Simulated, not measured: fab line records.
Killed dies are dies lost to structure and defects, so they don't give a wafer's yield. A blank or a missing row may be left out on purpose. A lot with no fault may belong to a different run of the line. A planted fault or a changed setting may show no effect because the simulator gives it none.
Comparing a struck lot with a sound one + flow ritCmos + 15 out of 202 route steps
Sound: wafers L402.1, L402.4, L402.6. Wafers struck: L414.2, L414.3, L414.6. Last of all comes the cause.
At each step with rows: each side's tool, then ch and its chambers, then its first start. Under that, the readings that differ: sound wafers + struck wafers + difference of the means + sigmas: that difference in standard deviations of wafers without a fault.
alike: a reading whose means differ by less than 2 such deviations, as well as words and numbers matching on both sides. not compared: withheld readings; readings where some wafer has no value; bounds like >300 that might hide an equal value; numbers whose values overlap and for which the record gives no deviation.
The two part at a step that has a row with sigmas, a row that says differs or no value, or rows on one side only. Numbers that don't overlap but have no deviation are shown without sigmas and don't part them. A reading that every wafer of one side lacks parts them only if that side has two wafers or more.

first, 5 steps without rows for these wafers: RIT_NLDD_COAT_01 (resist thk 1000 nm); RIT_NLDD_SOFTBAKE_02 (time 60 s); RIT_NLDD_EXPOSE_03 (exposes mask M7, target cd 40700 nm); RIT_NLDD_PEB_04; RIT_NLDD_DEVELOP_05 (develop time 50 s).
RIT_NLDD_OVL_MEAS_06:
  sound: overlay-01 at day 3 10:07; struck: overlay-01 at day 5 22:15
  alike: NLDD_OVL
then, 2 steps without rows for these wafers: RIT_NLDD_HARDBAKE_07 (time 60 s); RIT_NLDD_IMPLANT_08.
RIT_NLDD_STRIP_09: strips in O2, time 180 s.
  sound on plasmaAsher-04 ch 0,1, day 3 10:27; struck on plasmaAsher-04 ch 0,1, day 5 22:35
  alike: chamberPressureMTorr, drypumpMotorCurrentA
  not compared: rfHoursCounterH
RIT_NLDD_TW_MEAS_10:
  sound: filmMetro-03 at day 3 10:37; struck: filmMetro-04 at day 5 22:46
| reading | sound          | struck         | difference | sigmas |
|---------|----------------|----------------|------------|--------|
| NLDD_TW | 2510 2520 2516 | 2433 2437 2438 | -79        | -2     |
then, 2 steps without rows for these wafers: RIT_PLDD_HMDS_00 (prime time 60 s); RIT_PLDD_COAT_01 (resist thk 1000 nm).
RIT_PLDD_SOFTBAKE_02: time 60 s.
  sound on lithoTrack-03 ch 0, day 3 10:59; struck on lithoTrack-03 ch 0, day 5 23:22
| reading               | sound             | struck            | difference | sigmas |
|-----------------------|-------------------|-------------------|------------|--------|
| heaterPowerTotalW (W) | 34.55 34.63 34.57 | 35.57 35.57 35.67 | +1.02      | +23    |
| runLengthS (s)        | 89.00 89.11 89.12 | 83.41 83.51 83.26 | -5.68      | -47    |
then, 1 step without rows for these wafers: RIT_PLDD_EXPOSE_03 (exposes mask M8, target cd 40900 nm).
RIT_M1_PROBE_99:
  sound: prober-02 at day 4 01:36; struck: prober-01 at day 6 15:47
  alike: killedAtContacts, killedAtFrontEnd, killedDies, killedOpen, killedShort

## WHERE THEY PART
Earliest at RIT_NLDD_TW_MEAS_10; latest, in this record, at RIT_PLDD_SOFTBAKE_02. Later steps at which nothing parts them and some readings are alike: RIT_M1_PROBE_99.

WHY: whatever the simulator had introduced
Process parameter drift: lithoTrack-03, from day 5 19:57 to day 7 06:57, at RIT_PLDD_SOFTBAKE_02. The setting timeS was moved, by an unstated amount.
